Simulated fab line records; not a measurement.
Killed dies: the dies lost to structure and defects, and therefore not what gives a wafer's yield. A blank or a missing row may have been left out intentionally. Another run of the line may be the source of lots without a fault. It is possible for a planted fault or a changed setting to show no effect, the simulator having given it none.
Which of the tools did it?	flow rit-cmos	Sampling: 14 lots, 42 wafers, 3 of 202 route steps

== WHAT EACH GAUGE READ, for each wafer ==
RIT_SILICIDE_RS_MEAS_02: uses a four-point probe to measure. Usual: SILICIDE_TI_RS 48.2 ohm/sq, standard deviation 0.67.
lot	measured	on	SILICIDE_TI_RS (ohm/sq)	flag
L844	day 3 07:00	film-metro-02	48.6 48.8 48.6	
L845	day 3 17:32	film-metro-02	48.1 47.1 47.6	
L846	day 3 21:03	film-metro-04	48.6 49.3 48.8	
L847	day 3 23:55	film-metro-04	48.3 48.5 48.5	
L848	day 4 06:44	film-metro-01	48.0 48.1 48.1	
L849	day 4 09:49	film-metro-02	49.6 48.9 49.3	
L853	day 5 03:28	film-metro-02	48.3 47.9 36.3 48.8 48.3 36.5	OFF
L855	day 5 16:39	film-metro-01	47.8 35.9 47.8 48.1 36.2 48.4	OFF
L861	day 6 20:58	film-metro-01	48.7 49.0 48.1	
L862	day 7 03:22	film-metro-01	47.5 47.6 47.7	
L863	day 7 06:50	film-metro-01	47.8 47.5 48.1	
L865	day 7 17:40	film-metro-02	47.6 48.0 47.9	
L866	day 7 21:59	film-metro-01	48.5 47.8 49.3	
L867	day 7 22:55	film-metro-04	48.2 47.9 47.8	

RIT_SILICIDE_THK_MEAS_03: measures by xrf. Usual: SILICIDE_TI_THK 30.0 nm, standard deviation 0.37.
lot	measured	on	SILICIDE_TI_THK (nm)	flag
L844	day 3 07:07	film-metro-02	29.7 29.7 29.6	
L845	day 3 17:39	film-metro-02	30.1 30.7 30.2	
L846	day 3 21:10	film-metro-04	29.6 29.3 29.6	
L847	day 4 00:01	film-metro-04	29.8 29.7 29.7	
L848	day 4 06:51	film-metro-01	30.2 30.1 30.1	
L849	day 4 09:56	film-metro-02	29.4 29.8 29.7	
L853	day 5 06:40	film-metro-02	30.0 30.4 31.2	
L855	day 5 18:02	film-metro-01	30.3 31.4 30.2	
L861	day 6 21:04	film-metro-01	29.8 29.7 29.9	
L862	day 7 03:29	film-metro-01	30.5 30.4 30.3	
L863	day 7 06:58	film-metro-01	30.4 30.3 30.1	
L865	day 7 17:47	film-metro-02	30.2 29.8 30.0	
L866	day 7 22:05	film-metro-01	29.9 30.3 29.5	
L867	day 7 23:02	film-metro-04	30.1 30.2 30.2	

== WHICH TOOL RAN EACH LOT (tool, then ch and the chambers of the sampled wafers, then the start) ==
lot	RIT_SILICIDE_SPUTTER_01
L844	pvd-sputter-04, day 3 06:51
L845	pvd-sputter-03, day 3 17:23
L846	pvd-sputter-04, day 3 20:53
L847	pvd-sputter-03, day 3 23:44
L848	pvd-sputter-04, day 4 06:34
L849	pvd-sputter-03, day 4 09:40
L853	pvd-sputter-04, day 5 03:17
L855	pvd-sputter-04, day 5 16:29
L861	pvd-sputter-02, day 6 20:47
L862	pvd-sputter-03, day 7 03:13
L863	pvd-sputter-03, day 7 06:41
L865	pvd-sputter-03, day 7 17:31
L866	pvd-sputter-04, day 7 21:47
L867	pvd-sputter-02, day 7 22:46
- RIT_SILICIDE_SPUTTER_01: material Ti, target thk 30 nm, time 240 s.

== WHAT THE TOOLS THEMSELVES READ (means of the sampled wafers that have a number; where no wafer has one, the mark that the record gives instead) ==
RIT_SILICIDE_SPUTTER_01. Usual: chamber-pressure-pa 0.6671 Pa, standard deviation 0.0013; throttle-valve-pct 30.3 %, standard deviation 0.93.
lot	tool	chamber-pressure-pa (Pa)	throttle-valve-pct (%)	flag
L844	pvd-sputter-04	0.6666	29.9	
L845	pvd-sputter-03	0.6676	30.4	
L846	pvd-sputter-04	0.6663	30.5	
L847	pvd-sputter-03	0.6701	30.8	
L848	pvd-sputter-04	0.6675	30.1	
L849	pvd-sputter-03	0.6669	30.7	
L853	pvd-sputter-04	0.6377	30.9	OFF
L855	pvd-sputter-04	0.6374	30.8	OFF
L861	pvd-sputter-02	0.6671	28.7	
L862	pvd-sputter-03	0.6677	30.7	
L863	pvd-sputter-03	0.6672	31.1	
L865	pvd-sputter-03	0.6676	30.5	
L866	pvd-sputter-04	0.6671	30.4	
L867	pvd-sputter-02	0.6669	28.6	

== THE ANSWER, worked out from the rows above alone ==
Rule: a lot is off if the mean of its wafers that have a number lies more than 3 standard deviations from the usual mean. Also off: a lot with no number at a reading for which 4 or more lots have one. Where the step has rows for the other lots, those lots are counted as sound. The gauges are gone through in route order, then the tools' own readings, and for those a lot's mean is taken as printed above. The first step at which some lot is off is used, and at that step the reading that is off furthest; a lot without a number counts as furthest.
Off: at RIT_SILICIDE_RS_MEAS_02 (SILICIDE_TI_RS), L853, L855.
A tool fits if, at a process step before that reading, it ran every lot that is off, and no sound lot after the first of them. Not tried: the gauges at RIT_SILICIDE_RS_MEAS_02; whatever is off there is also off at RIT_SILICIDE_SPUTTER_01, on other tools, and gauge error can't account for it. No candidate that was tried fits.

== WHAT THE SIMULATOR HAD INSERTED ==
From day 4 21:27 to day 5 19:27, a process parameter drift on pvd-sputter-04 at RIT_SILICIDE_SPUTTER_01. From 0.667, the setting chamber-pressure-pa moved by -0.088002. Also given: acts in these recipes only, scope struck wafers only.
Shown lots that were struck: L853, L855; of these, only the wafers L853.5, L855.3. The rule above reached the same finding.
